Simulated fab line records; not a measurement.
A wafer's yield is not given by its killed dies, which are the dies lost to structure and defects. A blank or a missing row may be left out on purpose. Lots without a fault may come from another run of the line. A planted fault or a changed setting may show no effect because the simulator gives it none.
fab line records :: flow berkeley_cmos170
record:
  lots: 14
  wafers: 42
  last_day: 13
route steps=331 shown GATE@141 V2@308 M3@324
lots with no fault: from the same line, run without faults
start_h: hours from the record's opening day to when the first of the lot's shown wafers began :: wait_h: time in hours since the lot's previous step :: " repeats the value in the row above :: L1.1+2: one row covering several wafers at once :: - value missing, or start not given :: * or withheld: withheld :: < > ~ a bound
route shown NAME@n: names a module that has steps shown in the file, with the first one's number in the route :: usual: average and standard deviation across the fault-free wafers :: same: alike in all rows :: chamber/n: place in a boat :: sites: each site's reading :: _std_site: their standard deviation :: _edge_site: outer sites' mean less inner sites' :: radius_mm: how far each site lies from the wafer's centre :: mask NAME#n: copy n :: behind: tool/chamber where the wafer was last shaped :: hold: reason for holding the lot/hours on hold/outcome of the hold :: device: whichever transistor did not switch (one of n, p or np) :: end of line: the tests these same wafers got at the end of their route :: where a step has no rows: the recipe by itself :: killed: the dies lost at the first sort to structure and to defects; this is not the yield of the wafer :: map: a wafer's dies, x killed, . not, _ none there
set.NAME: the setting the step ran with; set.NAME@STEP: the setting that earlier step ran with :: model.NAME: the simulator's own value behind a step, which no gauge read
a sample of lots followed through the steps of the route, with each step as a table and each wafer as a row
services: when a tool's chamber went out of use (start_h, in hours from the record's first day, below 0 if earlier), for how many hours, and the reason
== steps ==
step: UCB170_GATE_ETCH_15
recipe:
  chemistry: HBr/Cl2
  target: poly-Si
  stop_on: SiO2
  over_etch_frac: 0.3
  icp_w: 300
  bias_w: 150
  time_s: 56.3
  pressure_mtorr: 15
  HBr_flow_sccm: 150
  Cl2_flow_sccm: 50
  target_depth_a: 2782
usual:
  drypump_motor_current_A: 5.9/0.57
  oes_product_au: 0.830/0.01
  over_etch_frac: 0.3/0
  throttle_valve_pct: 26.49/0.22
lot.wafer: L578.2
tool: rie_si-02
chamber: 3
start_h: 156.57
wait_h: -
drypump_motor_current_A: 6.0
oes_product_au: 0.819
over_etch_frac: 0.3
rf_hours_counter_h: 16
throttle_valve_pct: 26.29

lot.wafer: L578.4
tool: rie_si-02
chamber: 1
start_h: 156.57
wait_h: -
drypump_motor_current_A: 5.8
oes_product_au: 0.837
over_etch_frac: 0.3
rf_hours_counter_h: 2
throttle_valve_pct: 26.72

lot.wafer: L578.6
tool: rie_si-02
chamber: 1
start_h: 156.57
wait_h: -
drypump_motor_current_A: 5.8
oes_product_au: 0.848
over_etch_frac: 0.3
rf_hours_counter_h: -
throttle_valve_pct: 26.74

lot.wafer: L582.1
tool: rie_si-02
chamber: 3
start_h: 165.93
wait_h: -
drypump_motor_current_A: 6.0
oes_product_au: 0.830
over_etch_frac: 0.3
rf_hours_counter_h: 16
throttle_valve_pct: 26.28

lot.wafer: L582.4
tool: rie_si-02
chamber: 2
start_h: 165.93
wait_h: -
drypump_motor_current_A: 6.7
oes_product_au: 0.825
over_etch_frac: 0.3
rf_hours_counter_h: 1
throttle_valve_pct: 26.56

lot.wafer: L582.5
tool: rie_si-02
chamber: 3
start_h: 165.93
wait_h: -
drypump_motor_current_A: 5.9
oes_product_au: 0.828
over_etch_frac: 0.3
rf_hours_counter_h: -
throttle_valve_pct: 26.29

lot.wafer: L580.2
tool: rie_si-01
chamber: 2
start_h: 166.05
wait_h: -
drypump_motor_current_A: 5.8
oes_product_au: 0.841
over_etch_frac: 0.3
rf_hours_counter_h: 83
throttle_valve_pct: 26.22

lot.wafer: L580.3
tool: rie_si-01
chamber: 3
start_h: 166.05
wait_h: -
drypump_motor_current_A: 4.9
oes_product_au: 0.841
over_etch_frac: 0.3
rf_hours_counter_h: 2
throttle_valve_pct: 26.81

lot.wafer: L580.5
tool: rie_si-01
chamber: 2
start_h: 166.05
wait_h: -
drypump_motor_current_A: 5.8
oes_product_au: 0.839
over_etch_frac: 0.3
rf_hours_counter_h: -
throttle_valve_pct: 26.20

lot.wafer: L583.2
tool: rie_si-02
chamber: 2
start_h: 166.53
wait_h: -
drypump_motor_current_A: 6.6
oes_product_au: 0.825
over_etch_frac: 0.3
rf_hours_counter_h: 1
throttle_valve_pct: 26.53

lot.wafer: L583.3
tool: rie_si-02
chamber: 1
start_h: 166.53
wait_h: -
drypump_motor_current_A: 5.8
oes_product_au: 0.846
over_etch_frac: 0.3
rf_hours_counter_h: 2
throttle_valve_pct: 26.75

lot.wafer: L583.6
tool: rie_si-02
chamber: 3
start_h: 166.53
wait_h: -
drypump_motor_current_A: 5.9
oes_product_au: 0.840
over_etch_frac: 0.3
rf_hours_counter_h: -
throttle_valve_pct: 26.30

lot.wafer: L584.2
tool: rie_si-01
chamber: 0
start_h: 173.10
wait_h: -
drypump_motor_current_A: 5.5
oes_product_au: 0.833
over_etch_frac: 0.3
rf_hours_counter_h: 1
throttle_valve_pct: 26.44

lot.wafer: L584.3
tool: rie_si-01
chamber: 2
start_h: 173.10
wait_h: -
drypump_motor_current_A: 5.9
oes_product_au: 0.827
over_etch_frac: 0.3
rf_hours_counter_h: 83
throttle_valve_pct: 26.21

lot.wafer: L584.5
tool: rie_si-01
chamber: 1
start_h: 173.10
wait_h: -
drypump_motor_current_A: 6.1
oes_product_au: 0.839
over_etch_frac: 0.3
rf_hours_counter_h: -
throttle_valve_pct: 26.64

lot.wafer: L586.1
tool: rie_si-02
chamber: 2
start_h: 188.71
wait_h: -
drypump_motor_current_A: 6.6
oes_product_au: 0.810
over_etch_frac: 0.3
rf_hours_counter_h: 1
throttle_valve_pct: 26.55

lot.wafer: L586.4
tool: rie_si-02
chamber: 1
start_h: 188.71
wait_h: -
drypump_motor_current_A: 5.8
oes_product_au: 0.828
over_etch_frac: 0.3
rf_hours_counter_h: 2
throttle_valve_pct: 26.73

lot.wafer: L586.6
tool: rie_si-02
chamber: 3
start_h: 188.71
wait_h: -
drypump_motor_current_A: 6.0
oes_product_au: 0.814
over_etch_frac: 0.3
rf_hours_counter_h: -
throttle_valve_pct: 26.29

lot.wafer: L587.2
tool: rie_si-02
chamber: 3
start_h: 189.40
wait_h: -
drypump_motor_current_A: 6.0
oes_product_au: 0.829
over_etch_frac: 0.3
rf_hours_counter_h: 16
throttle_valve_pct: 26.28

lot.wafer: L587.5
tool: rie_si-02
chamber: 0
start_h: 189.40
wait_h: -
drypump_motor_current_A: 6.8
oes_product_au: 0.829
over_etch_frac: 0.3
rf_hours_counter_h: -
throttle_valve_pct: 26.31

lot.wafer: L587.6
tool: rie_si-02
chamber: 3
start_h: 189.40
wait_h: -
drypump_motor_current_A: 6.0
oes_product_au: 0.827
over_etch_frac: 0.3
rf_hours_counter_h: -
throttle_valve_pct: 26.29

lot.wafer: L590.1
tool: rie_si-01
chamber: 3
start_h: 205.88
wait_h: -
drypump_motor_current_A: 4.9
oes_product_au: 0.836
over_etch_frac: 0.3
rf_hours_counter_h: 2
throttle_valve_pct: 26.79

lot.wafer: L590.3
tool: rie_si-01
chamber: 2
start_h: 205.88
wait_h: -
drypump_motor_current_A: 5.8
oes_product_au: 0.827
over_etch_frac: 0.3
rf_hours_counter_h: 83
throttle_valve_pct: 26.22

lot.wafer: L590.6
tool: rie_si-01
chamber: 2
start_h: 205.88
wait_h: -
drypump_motor_current_A: 5.9
oes_product_au: 0.822
over_etch_frac: 0.3
rf_hours_counter_h: -
throttle_valve_pct: 26.21

lot.wafer: L591.1
tool: rie_si-01
chamber: 3
start_h: 206.38
wait_h: -
drypump_motor_current_A: 4.9
oes_product_au: 0.850
over_etch_frac: 0.3
rf_hours_counter_h: 2
throttle_valve_pct: 26.80

lot.wafer: L591.2
tool: rie_si-01
chamber: 2
start_h: 206.38
wait_h: -
drypump_motor_current_A: 5.9
oes_product_au: 0.828
over_etch_frac: 0.3
rf_hours_counter_h: 83
throttle_valve_pct: 26.21

lot.wafer: L591.3
tool: rie_si-01
chamber: 1
start_h: 206.38
wait_h: -
drypump_motor_current_A: 6.1
oes_product_au: 0.841
over_etch_frac: 0.3
rf_hours_counter_h: 88
throttle_valve_pct: 26.64

lot.wafer: L589.1
tool: rie_si-01
chamber: 2
start_h: 206.57
wait_h: -
drypump_motor_current_A: 5.8
oes_product_au: 0.830
over_etch_frac: 0.3
rf_hours_counter_h: 84
throttle_valve_pct: 26.22

lot.wafer: L589.4
tool: rie_si-01
chamber: 0
start_h: 206.57
wait_h: -
drypump_motor_current_A: 5.5
oes_product_au: 0.828
over_etch_frac: 0.3
rf_hours_counter_h: 1
throttle_valve_pct: 26.44

lot.wafer: L589.6
tool: rie_si-01
chamber: 3
start_h: 206.57
wait_h: -
drypump_motor_current_A: 4.9
oes_product_au: 0.836
over_etch_frac: 0.3
rf_hours_counter_h: -
throttle_valve_pct: 26.79

lot.wafer: L597.3
tool: rie_si-01
chamber: 1
start_h: 243.94
wait_h: -
drypump_motor_current_A: 6.1
oes_product_au: 0.830
over_etch_frac: 0.3
rf_hours_counter_h: 89
throttle_valve_pct: 26.65

lot.wafer: L597.5
tool: rie_si-01
chamber: 3
start_h: 243.94
wait_h: -
drypump_motor_current_A: 4.9
oes_product_au: 0.827
over_etch_frac: 0.3
rf_hours_counter_h: -
throttle_valve_pct: 26.79

lot.wafer: L597.6
tool: rie_si-01
chamber: 2
start_h: 243.94
wait_h: -
drypump_motor_current_A: 5.8
oes_product_au: 0.819
over_etch_frac: 0.3
rf_hours_counter_h: -
throttle_valve_pct: 26.21

lot.wafer: L595.3
tool: rie_si-02
chamber: 2
start_h: 244.12
wait_h: -
drypump_motor_current_A: 6.6
oes_product_au: 0.825
over_etch_frac: 0.3
rf_hours_counter_h: 2
throttle_valve_pct: 26.55

lot.wafer: L595.5
tool: rie_si-02
chamber: 2
start_h: 244.12
wait_h: -
drypump_motor_current_A: 6.7
oes_product_au: 0.812
over_etch_frac: 0.3
rf_hours_counter_h: -
throttle_valve_pct: 26.56

lot.wafer: L595.6
tool: rie_si-02
chamber: 1
start_h: 244.12
wait_h: -
drypump_motor_current_A: 5.8
oes_product_au: 0.837
over_etch_frac: 0.3
rf_hours_counter_h: -
throttle_valve_pct: 26.74

lot.wafer: L598.2
tool: rie_si-02
chamber: 3
start_h: 259.43
wait_h: -
drypump_motor_current_A: 5.9
oes_product_au: 0.958
over_etch_frac: 0.06
rf_hours_counter_h: 16
throttle_valve_pct: 26.28

lot.wafer: L598.4
tool: rie_si-02
chamber: 1
start_h: 259.43
wait_h: -
drypump_motor_current_A: 5.8
oes_product_au: 0.969
over_etch_frac: 0.06
rf_hours_counter_h: 2
throttle_valve_pct: 26.75

lot.wafer: L598.6
tool: rie_si-02
chamber: 2
start_h: 259.43
wait_h: -
drypump_motor_current_A: 6.6
oes_product_au: 0.953
over_etch_frac: 0.06
rf_hours_counter_h: -
throttle_valve_pct: 26.56

lot.wafer: L600.4
tool: rie_si-02
chamber: 3
start_h: 259.66
wait_h: -
drypump_motor_current_A: 5.9
oes_product_au: 0.949
over_etch_frac: 0.06
rf_hours_counter_h: 17
throttle_valve_pct: 26.28

lot.wafer: L600.5
tool: rie_si-02
chamber: 3
start_h: 259.66
wait_h: -
drypump_motor_current_A: 6.0
oes_product_au: 0.938
over_etch_frac: 0.06
rf_hours_counter_h: -
throttle_valve_pct: 26.30

lot.wafer: L600.6
tool: rie_si-02
chamber: 0
start_h: 259.66
wait_h: -
drypump_motor_current_A: 6.7
oes_product_au: 0.950
over_etch_frac: 0.06
rf_hours_counter_h: -
throttle_valve_pct: 26.31
step: UCB170_V2_CD_MEAS_90
recipe:
  target_cd_nm: 700
usual:
  cd_nm: 700.3/1.5
lot.wafer: L578.2
tool: cd_sem-02
chamber: -
start_h: 195.70
wait_h: 0.1
cd_nm: 698.7

lot.wafer: L578.4
tool: cd_sem-02
chamber: -
start_h: 195.70
wait_h: 0.1
cd_nm: 698.8

lot.wafer: L578.6
tool: cd_sem-02
chamber: -
start_h: 195.70
wait_h: 0.1
cd_nm: 698.1

lot.wafer: L582.1
tool: cd_sem-02
chamber: -
start_h: 209.34
wait_h: 0.1
cd_nm: 700.8

lot.wafer: L582.4
tool: cd_sem-02
chamber: -
start_h: 209.34
wait_h: 0.1
cd_nm: 702.3

lot.wafer: L582.5
tool: cd_sem-02
chamber: -
start_h: 209.34
wait_h: 0.1
cd_nm: 701.6

lot.wafer: L583.2
tool: cd_sem-02
chamber: -
start_h: 213.50
wait_h: 0.1
cd_nm: 701.0

lot.wafer: L583.3
tool: cd_sem-02
chamber: -
start_h: 213.50
wait_h: 0.1
cd_nm: 699.2

lot.wafer: L583.6
tool: cd_sem-02
chamber: -
start_h: 213.50
wait_h: 0.1
cd_nm: 699.5

lot.wafer: L580.2
tool: cd_sem-01
chamber: -
start_h: 213.60
wait_h: 0.1
cd_nm: 700.1

lot.wafer: L580.3
tool: cd_sem-01
chamber: -
start_h: 213.60
wait_h: 0.1
cd_nm: 700.6

lot.wafer: L580.5
tool: cd_sem-01
chamber: -
start_h: 213.60
wait_h: 0.1
cd_nm: 700.2

lot.wafer: L584.2
tool: cd_sem-02
chamber: -
start_h: 213.77
wait_h: 0.1
cd_nm: 700.5

lot.wafer: L584.3
tool: cd_sem-02
chamber: -
start_h: 213.77
wait_h: 0.1
cd_nm: 700.3

lot.wafer: L584.5
tool: cd_sem-02
chamber: -
start_h: 213.77
wait_h: 0.1
cd_nm: 699.7

lot.wafer: L586.1
tool: cd_sem-02
chamber: -
start_h: 229.36
wait_h: 0.1
cd_nm: 699.2

lot.wafer: L586.4
tool: cd_sem-02
chamber: -
start_h: 229.36
wait_h: 0.1
cd_nm: 698.4

lot.wafer: L586.6
tool: cd_sem-02
chamber: -
start_h: 229.36
wait_h: 0.1
cd_nm: 698.8

lot.wafer: L587.2
tool: cd_sem-01
chamber: -
start_h: 230.18
wait_h: 0.2
cd_nm: 698.4

lot.wafer: L587.5
tool: cd_sem-01
chamber: -
start_h: 230.18
wait_h: 0.2
cd_nm: 698.0

lot.wafer: L587.6
tool: cd_sem-01
chamber: -
start_h: 230.18
wait_h: 0.2
cd_nm: 699.3

lot.wafer: L590.1
tool: cd_sem-02
chamber: -
start_h: 243.80
wait_h: 0.1
cd_nm: 699.1

lot.wafer: L590.3
tool: cd_sem-02
chamber: -
start_h: 243.80
wait_h: 0.1
cd_nm: 699.4

lot.wafer: L590.6
tool: cd_sem-02
chamber: -
start_h: 243.80
wait_h: 0.1
cd_nm: 699.6

lot.wafer: L591.1
tool: cd_sem-01
chamber: -
start_h: 243.86
wait_h: 0.1
cd_nm: 699.2

lot.wafer: L591.2
tool: cd_sem-01
chamber: -
start_h: 243.86
wait_h: 0.1
cd_nm: 700.8

lot.wafer: L591.3
tool: cd_sem-01
chamber: -
start_h: 243.86
wait_h: 0.1
cd_nm: 701.2

lot.wafer: L589.1
tool: cd_sem-02
chamber: -
start_h: 245.98
wait_h: 0.1
cd_nm: 698.9

lot.wafer: L589.4
tool: cd_sem-02
chamber: -
start_h: 245.98
wait_h: 0.1
cd_nm: 699.5

lot.wafer: L589.6
tool: cd_sem-02
chamber: -
start_h: 245.98
wait_h: 0.1
cd_nm: 699.5

lot.wafer: L597.3
tool: cd_sem-01
chamber: -
start_h: 287.33
wait_h: 0.1
cd_nm: 700.5

lot.wafer: L597.5
tool: cd_sem-01
chamber: -
start_h: 287.33
wait_h: 0.1
cd_nm: 699.3

lot.wafer: L597.6
tool: cd_sem-01
chamber: -
start_h: 287.33
wait_h: 0.1
cd_nm: 699.1

lot.wafer: L595.3
tool: cd_sem-01
chamber: -
start_h: 289.36
wait_h: 0.1
cd_nm: 699.8

lot.wafer: L595.5
tool: cd_sem-01
chamber: -
start_h: 289.36
wait_h: 0.1
cd_nm: 699.0

lot.wafer: L595.6
tool: cd_sem-01
chamber: -
start_h: 289.36
wait_h: 0.1
cd_nm: 699.6

lot.wafer: L598.2
tool: cd_sem-01
chamber: -
start_h: 295.09
wait_h: 0.1
cd_nm: 700.3

lot.wafer: L598.4
tool: cd_sem-01
chamber: -
start_h: 295.09
wait_h: 0.1
cd_nm: 700.2

lot.wafer: L598.6
tool: cd_sem-01
chamber: -
start_h: 295.09
wait_h: 0.1
cd_nm: 701.8

lot.wafer: L600.4
tool: cd_sem-02
chamber: -
start_h: 296.63
wait_h: 0.1
cd_nm: 701.0

lot.wafer: L600.5
tool: cd_sem-02
chamber: -
start_h: 296.63
wait_h: 0.1
cd_nm: 701.9

lot.wafer: L600.6
tool: cd_sem-02
chamber: -
start_h: 296.63
wait_h: 0.1
cd_nm: 702.4
step: UCB170_M3_CD_MEAS_15
recipe:
  target_cd_nm: 700
usual:
  cd_nm: 699.7/1.2
lot.wafer: L578.2
tool: cd_sem-01
chamber: -
start_h: 198.01
wait_h: -
cd_nm: 699.5

lot.wafer: L578.4
tool: cd_sem-01
chamber: -
start_h: 198.01
wait_h: -
cd_nm: 698.8

lot.wafer: L578.6
tool: cd_sem-01
chamber: -
start_h: 198.01
wait_h: -
cd_nm: 698.1

lot.wafer: L582.1
tool: cd_sem-02
chamber: -
start_h: 212.25
wait_h: -
cd_nm: 697.3

lot.wafer: L582.4
tool: cd_sem-02
chamber: -
start_h: 212.25
wait_h: -
cd_nm: 697.9

lot.wafer: L582.5
tool: cd_sem-02
chamber: -
start_h: 212.25
wait_h: -
cd_nm: 697.8

lot.wafer: L583.2
tool: cd_sem-02
chamber: -
start_h: 215.64
wait_h: -
cd_nm: 699.0

lot.wafer: L583.3
tool: cd_sem-02
chamber: -
start_h: 215.64
wait_h: -
cd_nm: 698.8

lot.wafer: L583.6
tool: cd_sem-02
chamber: -
start_h: 215.64
wait_h: -
cd_nm: 698.7

lot.wafer: L580.2
tool: cd_sem-02
chamber: -
start_h: 217.14
wait_h: -
cd_nm: 698.6

lot.wafer: L580.3
tool: cd_sem-02
chamber: -
start_h: 217.14
wait_h: -
cd_nm: 698.8

lot.wafer: L580.5
tool: cd_sem-02
chamber: -
start_h: 217.14
wait_h: -
cd_nm: 699.0

lot.wafer: L584.2
tool: cd_sem-01
chamber: -
start_h: 217.42
wait_h: -
cd_nm: 700.1

lot.wafer: L584.3
tool: cd_sem-01
chamber: -
start_h: 217.42
wait_h: -
cd_nm: 700.1

lot.wafer: L584.5
tool: cd_sem-01
chamber: -
start_h: 217.42
wait_h: -
cd_nm: 700.5

lot.wafer: L586.1
tool: cd_sem-01
chamber: -
start_h: 232.82
wait_h: -
cd_nm: 700.8

lot.wafer: L586.4
tool: cd_sem-01
chamber: -
start_h: 232.82
wait_h: -
cd_nm: 699.5

lot.wafer: L586.6
tool: cd_sem-01
chamber: -
start_h: 232.82
wait_h: -
cd_nm: 699.9

lot.wafer: L587.2
tool: cd_sem-01
chamber: -
start_h: 233.05
wait_h: -
cd_nm: 702.1

lot.wafer: L587.5
tool: cd_sem-01
chamber: -
start_h: 233.05
wait_h: -
cd_nm: 702.9

lot.wafer: L587.6
tool: cd_sem-01
chamber: -
start_h: 233.05
wait_h: -
cd_nm: 702.0

lot.wafer: L591.1
tool: cd_sem-02
chamber: -
start_h: 246.69
wait_h: -
cd_nm: 698.7

lot.wafer: L591.2
tool: cd_sem-02
chamber: -
start_h: 246.69
wait_h: -
cd_nm: 698.3

lot.wafer: L591.3
tool: cd_sem-02
chamber: -
start_h: 246.69
wait_h: -
cd_nm: 698.3

lot.wafer: L590.1
tool: cd_sem-02
chamber: -
start_h: 247.33
wait_h: -
cd_nm: 699.5

lot.wafer: L590.3
tool: cd_sem-02
chamber: -
start_h: 247.33
wait_h: -
cd_nm: 701.0

lot.wafer: L590.6
tool: cd_sem-02
chamber: -
start_h: 247.33
wait_h: -
cd_nm: 700.1

lot.wafer: L589.1
tool: cd_sem-01
chamber: -
start_h: 249.17
wait_h: -
cd_nm: 701.0

lot.wafer: L589.4
tool: cd_sem-01
chamber: -
start_h: 249.17
wait_h: -
cd_nm: 700.3

lot.wafer: L589.6
tool: cd_sem-01
chamber: -
start_h: 249.17
wait_h: -
cd_nm: 701.2

lot.wafer: L597.3
tool: cd_sem-01
chamber: -
start_h: 290.10
wait_h: -
cd_nm: 700.2

lot.wafer: L597.5
tool: cd_sem-01
chamber: -
start_h: 290.10
wait_h: -
cd_nm: 700.4

lot.wafer: L597.6
tool: cd_sem-01
chamber: -
start_h: 290.10
wait_h: -
cd_nm: 701.4

lot.wafer: L595.3
tool: cd_sem-02
chamber: -
start_h: 291.39
wait_h: -
cd_nm: 699.4

lot.wafer: L595.5
tool: cd_sem-02
chamber: -
start_h: 291.39
wait_h: -
cd_nm: 699.9

lot.wafer: L595.6
tool: cd_sem-02
chamber: -
start_h: 291.39
wait_h: -
cd_nm: 700.4

lot.wafer: L598.2
tool: cd_sem-02
chamber: -
start_h: 297.23
wait_h: -
cd_nm: 699.2

lot.wafer: L598.4
tool: cd_sem-02
chamber: -
start_h: 297.23
wait_h: -
cd_nm: 699.9

lot.wafer: L598.6
tool: cd_sem-02
chamber: -
start_h: 297.23
wait_h: -
cd_nm: 699.5

lot.wafer: L600.4
tool: cd_sem-02
chamber: -
start_h: 299.25
wait_h: -
cd_nm: 701.5

lot.wafer: L600.5
tool: cd_sem-02
chamber: -
start_h: 299.25
wait_h: -
cd_nm: 701.3

lot.wafer: L600.6
tool: cd_sem-02
chamber: -
start_h: 299.25
wait_h: -
cd_nm: 700.3
step: UCB170_M3_BOW_MEAS_20
recipe:
  mode: bow
usual:
  M3_BOW: 36/7
lot.wafer: L578.2
tool: film_metro-03
chamber: -
start_h: 198.62
wait_h: 0.1
M3_BOW[um]: 38

lot.wafer: L578.4
tool: film_metro-03
chamber: -
start_h: 198.62
wait_h: 0.1
M3_BOW[um]: 29

lot.wafer: L578.6
tool: film_metro-03
chamber: -
start_h: 198.62
wait_h: 0.1
M3_BOW[um]: 40

lot.wafer: L582.1
tool: film_metro-01
chamber: -
start_h: 212.85
wait_h: 0.1
M3_BOW[um]: 34

lot.wafer: L582.4
tool: film_metro-01
chamber: -
start_h: 212.85
wait_h: 0.1
M3_BOW[um]: 30

lot.wafer: L582.5
tool: film_metro-01
chamber: -
start_h: 212.85
wait_h: 0.1
M3_BOW[um]: 26

lot.wafer: L583.2
tool: film_metro-01
chamber: -
start_h: 216.43
wait_h: 0.1
M3_BOW[um]: 40

lot.wafer: L583.3
tool: film_metro-01
chamber: -
start_h: 216.43
wait_h: 0.1
M3_BOW[um]: 41

lot.wafer: L583.6
tool: film_metro-01
chamber: -
start_h: 216.43
wait_h: 0.1
M3_BOW[um]: 32

lot.wafer: L580.2
tool: film_metro-04
chamber: -
start_h: 217.75
wait_h: 0.1
M3_BOW[um]: 24

lot.wafer: L580.3
tool: film_metro-04
chamber: -
start_h: 217.75
wait_h: 0.1
M3_BOW[um]: 30

lot.wafer: L580.5
tool: film_metro-04
chamber: -
start_h: 217.75
wait_h: 0.1
M3_BOW[um]: 33

lot.wafer: L584.2
tool: film_metro-01
chamber: -
start_h: 218.02
wait_h: 0.1
M3_BOW[um]: 28

lot.wafer: L584.3
tool: film_metro-01
chamber: -
start_h: 218.02
wait_h: 0.1
M3_BOW[um]: 36

lot.wafer: L584.5
tool: film_metro-01
chamber: -
start_h: 218.02
wait_h: 0.1
M3_BOW[um]: 41

lot.wafer: L586.1
tool: film_metro-01
chamber: -
start_h: 233.42
wait_h: 0.1
M3_BOW[um]: 48

lot.wafer: L586.4
tool: film_metro-01
chamber: -
start_h: 233.42
wait_h: 0.1
M3_BOW[um]: 37

lot.wafer: L586.6
tool: film_metro-01
chamber: -
start_h: 233.42
wait_h: 0.1
M3_BOW[um]: 49

lot.wafer: L587.2
tool: film_metro-03
chamber: -
start_h: 233.80
wait_h: 0.1
M3_BOW[um]: 45

lot.wafer: L587.5
tool: film_metro-03
chamber: -
start_h: 233.80
wait_h: 0.1
M3_BOW[um]: 31

lot.wafer: L587.6
tool: film_metro-03
chamber: -
start_h: 233.80
wait_h: 0.1
M3_BOW[um]: 37

lot.wafer: L591.1
tool: film_metro-03
chamber: -
start_h: 247.34
wait_h: 0.1
M3_BOW[um]: 32

lot.wafer: L591.2
tool: film_metro-03
chamber: -
start_h: 247.34
wait_h: 0.1
M3_BOW[um]: 22

lot.wafer: L591.3
tool: film_metro-03
chamber: -
start_h: 247.34
wait_h: 0.1
M3_BOW[um]: 25

lot.wafer: L590.1
tool: film_metro-03
chamber: -
start_h: 247.93
wait_h: 0.1
M3_BOW[um]: 35

lot.wafer: L590.3
tool: film_metro-03
chamber: -
start_h: 247.93
wait_h: 0.1
M3_BOW[um]: 51

lot.wafer: L590.6
tool: film_metro-03
chamber: -
start_h: 247.93
wait_h: 0.1
M3_BOW[um]: 43

lot.wafer: L589.1
tool: film_metro-03
chamber: -
start_h: 249.78
wait_h: 0.1
M3_BOW[um]: 33

lot.wafer: L589.4
tool: film_metro-03
chamber: -
start_h: 249.78
wait_h: 0.1
M3_BOW[um]: 39

lot.wafer: L589.6
tool: film_metro-03
chamber: -
start_h: 249.78
wait_h: 0.1
M3_BOW[um]: 44

lot.wafer: L597.3
tool: film_metro-04
chamber: -
start_h: 290.71
wait_h: 0.1
M3_BOW[um]: 33

lot.wafer: L597.5
tool: film_metro-04
chamber: -
start_h: 290.71
wait_h: 0.1
M3_BOW[um]: 34

lot.wafer: L597.6
tool: film_metro-04
chamber: -
start_h: 290.71
wait_h: 0.1
M3_BOW[um]: 39

lot.wafer: L595.3
tool: film_metro-04
chamber: -
start_h: 292.06
wait_h: 0.1
M3_BOW[um]: 40

lot.wafer: L595.5
tool: film_metro-04
chamber: -
start_h: 292.06
wait_h: 0.1
M3_BOW[um]: 30

lot.wafer: L595.6
tool: film_metro-04
chamber: -
start_h: 292.06
wait_h: 0.1
M3_BOW[um]: 40

lot.wafer: L598.2
tool: film_metro-01
chamber: -
start_h: 297.83
wait_h: 0.1
M3_BOW[um]: 41

lot.wafer: L598.4
tool: film_metro-01
chamber: -
start_h: 297.83
wait_h: 0.1
M3_BOW[um]: 39

lot.wafer: L598.6
tool: film_metro-01
chamber: -
start_h: 297.83
wait_h: 0.1
M3_BOW[um]: 32

lot.wafer: L600.4
tool: film_metro-01
chamber: -
start_h: 299.86
wait_h: 0.1
M3_BOW[um]: 44

lot.wafer: L600.5
tool: film_metro-01
chamber: -
start_h: 299.86
wait_h: 0.1
M3_BOW[um]: 29

lot.wafer: L600.6
tool: film_metro-01
chamber: -
start_h: 299.86
wait_h: 0.1
M3_BOW[um]: 38
== services ==
tool: rie_si-02
chamber: -
start_h: 167.47
hours: 4.0
kind: repair

tool: rie_si-02
chamber: -
start_h: 177.95
hours: 0.4
kind: repair

tool: rie_si-02
chamber: -
start_h: 203.72
hours: 20.0
kind: repair

tool: rie_si-02
chamber: 2
start_h: 236.45
hours: 6.0
kind: repair

tool: rie_si-01
chamber: 1
start_h: 258.32
hours: 2.7
kind: repair
== key ==
first_sign:
  step: UCB170_GATE_ETCH_15
  reading: over_etch_frac
  direction: down
  sigmas: 99+
  usual: 0.3
  struck: 0.06
effect:
  step: UCB170_GATE_ETCH_15
  reading: oes_product_au
  direction: up
  sigmas: 12
  usual: 0.830
  struck: 0.953
met_at UCB170_GATE_ETCH_15
struck_lots L598,L600
sort_left_out L598.2,L598.4,L598.6,L600.4,L600.5,L600.6
tester_left_out L598,L600
not_acting_at UCB170_V2_CD_MEAS_90,UCB170_M3_CD_MEAS_15,UCB170_M3_BOW_MEAS_20
onset_between 244.12 259.43
fault:
  kind: process_parameter_drift
  tool: rie_si-02
  chamber: -
  onset_h: 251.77
  steps: UCB170_GATE_ETCH_15
  channel: over_etch_frac
  offset: -0.24
  shape: step
  end_h: 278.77
  stated: 0.3
tester_left_out: of these lots the tester's yield and bins aren't shown, on N5 and GAA mostly nor the transistor test; their killed dies are dies lost to structure and defects alone, not to doping, threshold or leakage, so they don't give the yield
sort_left_out: the simulated sort isn't trusted on such a fault, so these wafers' sort isn't shown, and their yield isn't known
